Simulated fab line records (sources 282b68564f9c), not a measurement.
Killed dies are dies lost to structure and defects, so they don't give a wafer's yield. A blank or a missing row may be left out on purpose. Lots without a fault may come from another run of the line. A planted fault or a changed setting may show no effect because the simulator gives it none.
fab line records	flow rit_cmos
record lots=6	wafers=18	last_day=7
route steps=202 shown NRETRO@53 PRETRO@64 M1@202
lots that met no fault: from a run of the same line without faults
start_h: start of the lot's first displayed wafer, in hours after the record's first day	wait_h: hours elapsed since this lot's preceding step	" the same as in the row above	L1.1+2: a row that stands for several wafers	- either no value or no given start	* or withheld: withheld	< > ~ a bound
route shown NAME@n: names a module that has steps shown in the file, with the first one's number in the route	usual: the fault-free wafers' mean and standard deviation	same: alike in all rows	chamber/n: place in a boat	sites: the reading at each site	_std_site: standard deviation across them	_edge_site: the outer-site mean with the inner-site mean subtracted	radius_mm: how far each site lies from the wafer's centre	mask NAME#n: copy n	behind: the last tool/chamber to shape the wafer	hold: why the lot went on hold/how many hours it stayed there/how the hold came to an end	device: which transistor (n, p or np) failed to switch	end of line: at the end of the route, the tests of the same wafers	step lacking rows: just its recipe	killed: dies that structure and defects cost at the first sort, which is not the same as the wafer's yield	map: dies across one wafer; x = killed, . = not, _ = none there
set.NAME: the run value of the setting; set.NAME@STEP: its run value at that earlier step	model.NAME: the simulator's own value behind a step, which no gauge read
lots seen at some steps along the route; tables by step, rows by wafer
services: a tool's chamber out of use, with start hour (start_h, from the record's first day; less than 0 if before it), hours out, and reason
## steps
# step RIT_NRETRO_HMDS_00
# recipe prime_time_s=60	prime_temp_c=140
# step RIT_NRETRO_COAT_01
# recipe resist=NOVOLAK	spin_rpm=2000	resist_thk_nm=1300
# step RIT_NRETRO_SOFTBAKE_02
# recipe resist=NOVOLAK	temp_c=90	time_s=60
# step RIT_NRETRO_EXPOSE_03
# recipe mask_id=M4	na=0.57	target_cd_nm=43900	dose_mj=250
# step RIT_NRETRO_PEB_04
# recipe resist=NOVOLAK	temp_c=withheld	time_s=withheld
# step RIT_NRETRO_DEVELOP_05
# recipe resist=NOVOLAK	develop_time_s=68	dev_temp_c=23
# step RIT_NRETRO_OVL_MEAS_06
# usual NRETRO_OVL=-0.4/1.3
lot.wafer	tool	chamber	start_h	wait_h	NRETRO_OVL[nm]
L238.2	overlay-02	-	40.98	-	1.2
L238.4	"	-	"	"	1.2
L238.6	"	-	"	"	1.0
L244.1	overlay-02	-	70.75	-	-1.1
L244.2	"	-	"	"	-1.6
L244.3	"	-	"	"	-3.0
L245.1	overlay-02	-	74.75	-	0.0
L245.3	"	-	"	"	-0.4
L245.4	"	-	"	"	-0.4
L249.1	overlay-01	-	98.71	-	2.1
L249.3	"	-	"	"	0.8
L249.5	"	-	"	"	1.9
L253.1	overlay-01	-	116.35	-	-0.5
L253.3	"	-	"	"	-1.0
L253.4	"	-	"	"	-2.3
L258.1	overlay-02	-	143.42	-	-0.6
L258.2	"	-	"	"	0.2
L258.5	"	-	"	"	0.6
# step RIT_NRETRO_HARDBAKE_07
# recipe resist=NOVOLAK	temp_c=140	time_s=120
# step RIT_NRETRO_IMPLANT_08
# recipe species=P	energy_kev=70	dose_cm2=1e+13	tilt_deg=7
# step RIT_NRETRO_STRIP_09
# recipe chemistry=O2	time_s=180	resist=NOVOLAK	platen_temp_c=withheld	power_w=500	pressure_mtorr=4000	o2_flow_sccm=4000
# usual drypump_motor_current_A=5.6/0.56
lot.wafer	tool	chamber	start_h	wait_h	drypump_motor_current_A	rf_hours_counter_h
L238.2	plasma_asher-03	1	41.41	0.1	5.1	38
L238.4	"	1	"	"	5.1	-
L238.6	"	1	"	"	5.0	-
L244.1	plasma_asher-01	1	71.19	0.1	4.8	28
L244.2	"	0	"	"	5.2	28
L244.3	"	0	"	"	5.2	-
L245.1	plasma_asher-02	0	75.19	0.1	5.3	43
L245.3	"	0	"	"	5.3	-
L245.4	"	1	"	"	6.2	-
L249.1	plasma_asher-03	0	99.15	0.1	6.3	44
L249.3	"	1	"	"	5.1	-
L249.5	"	1	"	"	5.0	-
L253.1	plasma_asher-03	1	116.79	0.1	5.0	46
L253.3	"	1	"	"	5.0	-
L253.4	"	0	"	"	6.3	-
L258.1	plasma_asher-02	0	143.86	0.1	5.3	3
L258.2	"	1	"	"	6.2	3
L258.5	"	1	"	"	6.2	-
# step RIT_NRETRO_TW_MEAS_10
# usual NRETRO_TW=1052/9.6
lot.wafer	tool	chamber	start_h	wait_h	NRETRO_TW
L238.2	film_metro-01	-	41.59	0.1	1044
L238.4	"	-	"	"	1043
L238.6	"	-	"	"	1043
L244.1	film_metro-01	-	71.36	0.1	1045
L244.2	"	-	"	"	1046
L244.3	"	-	"	"	1047
L245.1	film_metro-02	-	75.36	0.1	1056
L245.3	"	-	"	"	1060
L245.4	"	-	"	"	1063
L249.1	film_metro-03	-	99.33	0.1	1046
L249.3	"	-	"	"	1042
L249.5	"	-	"	"	1045
L253.1	film_metro-03	-	116.97	0.1	1043
L253.3	"	-	"	"	1046
L253.4	"	-	"	"	1044
L258.1	film_metro-03	-	144.03	0.1	1046
L258.2	"	-	"	"	1040
L258.5	"	-	"	"	1043
# step RIT_PRETRO_HMDS_00
# recipe prime_time_s=60	prime_temp_c=140
# step RIT_PRETRO_COAT_01
# recipe resist=NOVOLAK	spin_rpm=2000	resist_thk_nm=1300
# usual spin_speed_rpm=2000.2/1.2
lot.wafer	tool	chamber	start_h	wait_h	spin_speed_rpm	model.NOVOLAK_of_PRETRO_COAT_01.thk_nm
L238.2	litho_track-03	0	41.82	0.1	2000.8	1304
L238.4	"	0	"	"	1999.9	1300
L238.6	"	0	"	"	1998.5	1300
L244.1	litho_track-01	0	71.57	0.1	1997.6	1297
L244.2	"	0	"	"	2000.3	1296
L244.3	"	0	"	"	2000.1	1295
L245.1	litho_track-01	0	75.57	0.1	1999.7	1299
L245.3	"	0	"	"	2000.1	1301
L245.4	"	0	"	"	2001.4	1301
L249.1	litho_track-01	0	99.54	0.1	2000.2	1304
L249.3	"	0	"	"	2000.8	1305
L249.5	"	0	"	"	2003.0	1304
L253.1	litho_track-01	0	117.18	0.1	1379.4	1568
L253.3	"	0	"	"	1379.4	1563
L253.4	"	0	"	"	1378.5	1566
L258.1	litho_track-01	0	144.24	0.1	1379.7	1565
L258.2	"	0	"	"	1380.6	1568
L258.5	"	0	"	"	1380.4	1560
# step RIT_PRETRO_SOFTBAKE_02
# recipe resist=NOVOLAK	temp_c=90	time_s=60
# step RIT_PRETRO_EXPOSE_03
# recipe mask_id=M5	na=0.57	target_cd_nm=43700	dose_mj=250
# step RIT_PRETRO_PEB_04
# recipe resist=NOVOLAK	temp_c=withheld	time_s=withheld
# step RIT_PRETRO_DEVELOP_05
# recipe resist=NOVOLAK	develop_time_s=68	dev_temp_c=23
# step RIT_PRETRO_OVL_MEAS_06
# usual PRETRO_OVL=-1.2/1.2
lot.wafer	tool	chamber	start_h	wait_h	PRETRO_OVL[nm]
L238.2	overlay-02	-	42.65	-	0.0
L238.4	"	-	"	"	0.1
L238.6	"	-	"	"	-0.3
L244.1	overlay-02	-	72.30	-	-1.1
L244.2	"	-	"	"	-0.7
L244.3	"	-	"	"	-0.4
L245.1	overlay-01	-	76.43	-	0.0
L245.3	"	-	"	"	-1.7
L245.4	"	-	"	"	-0.8
L249.1	overlay-01	-	100.27	-	-2.5
L249.3	"	-	"	"	-3.8
L249.5	"	-	"	"	-1.7
L253.1	overlay-02	-	118.03	-	-3.0
L253.3	"	-	"	"	-1.2
L253.4	"	-	"	"	-0.7
L258.1	overlay-02	-	145.08	-	0.2
L258.2	"	-	"	"	-1.8
L258.5	"	-	"	"	-0.4
# step RIT_PRETRO_HARDBAKE_07
# recipe resist=NOVOLAK	temp_c=140	time_s=120
lot.wafer	tool	chamber	start_h	wait_h	model.NOVOLAK_of_PRETRO_COAT_01.thk_nm
L238.2	litho_track-01	0	42.74	0.1	1140
L238.4+6	"	0	"	"	1137
L244.1	litho_track-04	0	72.34	0.0	1134
L244.2+3	"	0	"	"	1133
L245.1	litho_track-01	0	76.46	0.0	1136
L245.3+4	"	0	"	"	1138
L249.1	litho_track-04	0	100.30	0.0	1140
L249.3+5	"	0	"	"	1141
L253.1	litho_track-03	0	118.07	0.0	1368
L253.3	"	0	"	"	1364
L253.4	"	0	"	"	1366
L258.1	litho_track-03	0	145.11	0.0	1365
L258.2	"	0	"	"	1367
L258.5	"	0	"	"	1360
# step RIT_PRETRO_IMPLANT_08
# recipe species=B	energy_kev=45	dose_cm2=1.2e+13	tilt_deg=7
# step RIT_M1_PROBE_99
# usual killed_at_contacts=0.1/0.24	killed_at_front_end=6.6/2.7	killed_dies=6.6/2.7	killed_open=3.3/1.8	killed_short=3.4/1.9
# same gross_dies=264	killed_at_M0_to_M3=0	killed_at_M4_up=0	killed_at_back_side=0	killed_at_other=0
lot.wafer	tool	chamber	start_h	wait_h	killed_at_contacts	killed_at_front_end	killed_dies	killed_open	killed_short
L238.2	prober-01	-	68.18	0.1	0	11	11	4	7
L238.4	prober-01	-	68.28	0.2	0	12	12	7	5
L238.6	prober-01	-	68.38	0.2	0	6	6	3	3
L244.1	prober-01	-	99.09	0.1	0	8	8	3	5
L244.2	prober-01	-	99.14	0.1	0	7	7	4	3
L244.3	prober-01	-	99.19	0.2	0	6	6	5	1
L245.1	prober-02	-	106.03	0.1	0	3	3	2	1
L245.3	prober-02	-	106.13	0.2	0	8	8	2	6
L245.4	prober-02	-	106.18	0.2	0	9	9	3	6
L253.1	prober-02	-	149.43	0.1	0	3	3	3	0
L253.3	prober-02	-	149.53	0.2	1	7	8	4	4
L253.4	prober-02	-	149.58	0.2	0	7	7	3	4
L258.1	prober-01	-	171.90	0.1	1	3	4	1	3
L258.2	prober-01	-	171.95	0.1	0	3	3	1	2
L258.5	prober-01	-	172.10	0.2	0	6	6	3	3
# killed by level:class
L238.2 GATE:geometric_particle:short=6 GATE:geometric_particle:open=3 REOX:geometric_particle:open=1 SILICIDE:geometric_particle:short=1
L238.4 GATE:geometric_particle:open=3 FOX2:geometric_particle:open=2 GATE:geometric_particle:short=2 FOX1:geometric_particle:short=1 FOX2:geometric_particle:short=1 REOX:geometric_particle:open=1 SPACER:geometric_particle:short=1 SPACER:geometric_particle:open=1
L238.6 GATE:geometric_particle:short=2 FOX1:geometric_particle:open=1 GATE:geometric_particle:open=1 REOX:geometric_particle:short=1 SPACER:geometric_particle:open=1
L244.1 FOX1:geometric_particle:short=1 FOX1:geometric_particle:open=1 GATE:geometric_particle:short=1 REOX:geometric_particle:open=1 REOX:geometric_particle:short=1 SPACER:geometric_particle:open=1 SPACER:geometric_particle:short=1 SILICIDE:geometric_particle:short=1
L244.2 FOX1:geometric_particle:open=1 FOX1:geometric_particle:short=1 GATE:geometric_particle:open=1 GATE:geometric_particle:short=1 REOX:geometric_particle:short=1 REOX:geometric_particle:open=1 SILICIDE:geometric_particle:open=1
L244.3 GATE:geometric_particle:open=2 FOX1:geometric_particle:open=1 GATE:geometric_particle:short=1 REOX:geometric_particle:open=1 SPACER:geometric_particle:open=1
L245.1 GATE:geometric_particle:open=1 GATE:geometric_particle:short=1 REOX:geometric_particle:open=1
L245.3 FOX1:geometric_particle:short=3 GATE:geometric_particle:short=2 FOX1:geometric_particle:open=1 GATE:geometric_particle:open=1 SILICIDE:geometric_particle:short=1
L245.4 GATE:geometric_particle:short=3 SILICIDE:geometric_particle:open=2 SILICIDE:geometric_particle:short=2 ACTIVE:geometric_particle:short=1 FOX1:geometric_particle:open=1
L253.1 GATE:geometric_particle:open=2 FOX1:geometric_particle:open=1
L253.3 GATE:geometric_particle:short=2 SPACER:geometric_particle:open=2 CONTACT:geometric_particle:short=1 GATE:geometric_particle:open=1 SILICIDE:geometric_particle:short=1 SILICIDE:geometric_particle:open=1
L253.4 GATE:geometric_particle:open=2 GATE:geometric_particle:short=2 SPACER:geometric_particle:short=2 REOX:geometric_particle:open=1
L258.1 FOX2:geometric_particle:short=1 GATE:geometric_particle:short=1 GATE:geometric_particle:open=1 CONTACT:geometric_particle:short=1
L258.2 FOX1:geometric_particle:short=1 SPACER:geometric_particle:short=1 SILICIDE:geometric_particle:open=1
L258.5 FOX1:geometric_particle:short=2 GATE:geometric_particle:open=2 REOX:geometric_particle:short=1 REOX:geometric_particle:open=1
## services
tool	chamber	start_h	hours	kind
plasma_asher-01	-	73.99	2.6	repair
plasma_asher-02	-	108.75	9.0	pm
plasma_asher-02	0	108.75	9.0	vent_cycle
plasma_asher-02	1	108.75	9.0	vent_cycle
plasma_asher-03	-	111.94	2.0	repair
plasma_asher-02	0	117.75	-	clean
plasma_asher-02	1	117.75	-	clean
plasma_asher-01	-	137.35	4.3	pm
plasma_asher-03	-	139.40	2.8	pm
## key
first_sign step=RIT_PRETRO_COAT_01	reading=spin_speed_rpm	direction=down	sigmas=99+	usual=2000.2	struck=1379.7
effect none on later readings
model_effect step=RIT_PRETRO_COAT_01	value=NOVOLAK_of_PRETRO_COAT_01.thk_nm	without=1300	struck=1565
model_effect step=RIT_PRETRO_HARDBAKE_07	value=NOVOLAK_of_PRETRO_COAT_01.thk_nm	without=1137	struck=1365
met_at RIT_PRETRO_COAT_01
struck_wafers L253.1,L253.3,L253.4,L258.1,L258.2,L258.5
tester_left_out L253,L258
onset_between 99.54 117.18
fault kind=process_parameter_drift	tool=litho_track-01	chamber=-	onset_h=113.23	steps=RIT_PRETRO_COAT_01	channel=spin_rpm	offset=-619.57	shape=step	end_h=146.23	acts_in=these_recipes_only	stated=2000
# tester_left_out: of these lots the tester's yield and bins aren't shown, on N5 and GAA mostly nor the transistor test; their killed dies are dies lost to structure and defects alone, not to doping, threshold or leakage, so they don't give the yield
